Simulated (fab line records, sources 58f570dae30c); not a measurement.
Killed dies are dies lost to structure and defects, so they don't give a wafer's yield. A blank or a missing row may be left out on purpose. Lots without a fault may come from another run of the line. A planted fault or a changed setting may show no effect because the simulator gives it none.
Which tool did it? | flow berkeley_cmos170 | 7 lots, 21 wafers sampled, at 2 steps of a route of 331

WHAT THE GAUGES READ, wafer by wafer
UCB170_PSD_OVL_MEAS_07.
lot  | measured     | on         | PSD_OVL (nm)
L168 | day 7 01:25  | overlay-02 | -2 3 -3
L170 | day 7 13:31  | overlay-02 | -7 -3 -9
L173 | day 8 02:59  | overlay-02 | -5 -7 -11
L177 | day 9 06:11  | overlay-01 | -2 -4 3
L180 | day 9 20:34  | overlay-02 | -4 -5 -6
L186 | day 10 07:18 | overlay-02 | -2 2 -3
L190 | day 11 22:06 | overlay-02 | -2 -4 2

WHICH TOOL RAN EACH LOT (tool, then ch and the chambers of the sampled wafers, then the start)
lot  | UCB170_SACOX_CLEAN_00
L168 | wet_bench-04 ch 3, day 5 08:11
L170 | wet_bench-04 ch 0, day 5 20:18
L173 | wet_bench-04 ch 0, day 6 07:05
L177 | wet_bench-04 ch 1, day 7 11:05
L180 | wet_bench-04 ch 2, day 8 01:56
L186 | wet_bench-01 ch 1, day 8 18:43
L190 | wet_bench-02 ch 1, day 9 21:59
- UCB170_SACOX_CLEAN_00: cleans in dHF, time 7.5 s.

THE ANSWER, worked out from the rows above alone
Rule: what is usual is taken from the lots themselves. Put in order of their means at a reading, lots are off if they are a third of the lots or fewer, leave a main group of 4 or more, and stand apart from it by a gap of 3 or more times the standard deviation of the main group's means; of several such gaps the widest counts. A main group whose means are all the same, to the digits that the tables above print for the reading, isn't used. A lot without any number at a reading at which 4 lots or more have one is off too. The other lots that the step has rows for count as sound.
No lot is off at any reading shown: from this, nothing can be told.

WHAT THE SIMULATOR HAD PUT IN
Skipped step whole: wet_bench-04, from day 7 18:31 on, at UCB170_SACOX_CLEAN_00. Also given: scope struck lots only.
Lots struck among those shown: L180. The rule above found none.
